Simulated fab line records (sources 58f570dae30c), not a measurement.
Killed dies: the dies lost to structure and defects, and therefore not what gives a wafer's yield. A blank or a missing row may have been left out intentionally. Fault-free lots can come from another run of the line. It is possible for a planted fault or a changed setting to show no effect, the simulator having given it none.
A single fault, viewed from 2 desks :: flow berkeley cmos170 :: numbers are kept per desk, each desk with only its own; the story behind them comes last

## DESK OF THE TOOL OWNER: implanter-02
UCB170_NVT_IMPLANT_07, tool's own readings: per-lot mean of the sampled wafers with a number, covering each lot this tool ran. The brackets show how far a lot's mean lies from the usual mean; more than 4 standard deviations puts the lot out of limits, marked OUT.
Columns: A = beam energy keV at UCB170_NVT_IMPLANT_07, usual 49.999
lot: L501
first seen here: day 5 09:13
A: 49.998

lot: L504
first seen here: day 6 06:01
A: 49.990

lot: L503
first seen here: day 6 06:20
A: 49.997

lot: L507
first seen here: day 6 18:19
A: 50.024

lot: L508
first seen here: day 6 18:34
A: 49.995

lot: L513
first seen here: day 7 21:52
A: 55.199 (+99 or more) OUT

lot: L512
first seen here: day 7 22:05
A: 55.213 (+99 or more) OUT

lot: L514
first seen here: day 8 18:17
A: 55.212 (+99 or more) OUT
Finding of this desk: L512, L513, L514 out of limits; the first was L513 at day 7 21:52, on beam energy keV at UCB170_NVT_IMPLANT_07. L501, L504, L503, L507, L508: within limits.

## AT THE METROLOGY DESK
Lot by lot, what the gauges showed, no matter which tool ran the lot: averages of those sampled wafers that carry a number. The brackets show how far a lot's mean lies from the usual mean; more than 4 standard deviations puts the lot out of limits, marked OUT.
Columns: A = NVT_TW at UCB170_NVT_TW_MEAS_09, usual 525.9
lot: L499
first seen here: day 5 01:33
A: 522.4

lot: L500
first seen here: day 5 01:50
A: 527.9

lot: L501
first seen here: day 5 09:28
A: 522.3

lot: L502
first seen here: day 5 13:12
A: 523.9

lot: L504
first seen here: day 6 06:16
A: 526.1

lot: L503
first seen here: day 6 06:33
A: 530.6

lot: L507
first seen here: day 6 18:32
A: 527.5

lot: L505
first seen here: day 6 18:48
A: 528.0

lot: L508
first seen here: day 6 18:49
A: 528.5

lot: L513
first seen here: day 7 22:05
A: 537.5 (+4.2) OUT

lot: L512
first seen here: day 7 22:19
A: 537.9 (+4.3) OUT

lot: L516
first seen here: day 8 18:26
A: 525.7

lot: L514
first seen here: day 8 18:32
A: 536.9

lot: L520
first seen here: day 9 14:40
A: 526.8

lot: L522
first seen here: day 10 00:07
A: 523.0
Finding of this desk: L512, L513 out of limits, first seen on L513 at day 7 22:05 (NVT_TW at UCB170_NVT_TW_MEAS_09). L499, L500, L501, L502, L504, L503, L507, L505, L508, L516, L514, L520, L522: within limits.

## ALL TOGETHER
An alarm could have come from the tool owner's desk at day 7 21:52, on L512, L513, L514.
An alarm was possible from the metrology desk at day 7 22:05, on L512, L513.
The metrology desk has L514 on record, within its limits.
The lots listed all ran UCB170_NVT_IMPLANT_07 on implanter-02.

## WHAT WAS PUT IN BY THE SIMULATOR
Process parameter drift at UCB170_NVT_IMPLANT_07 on implanter-02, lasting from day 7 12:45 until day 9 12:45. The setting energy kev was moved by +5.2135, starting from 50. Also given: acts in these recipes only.
Struck lots among those shown: L512, L513, L514.
Hours from the fault's start to each desk's first reading out of limits: the tool owner's desk, 9; the metrology desk, 9.
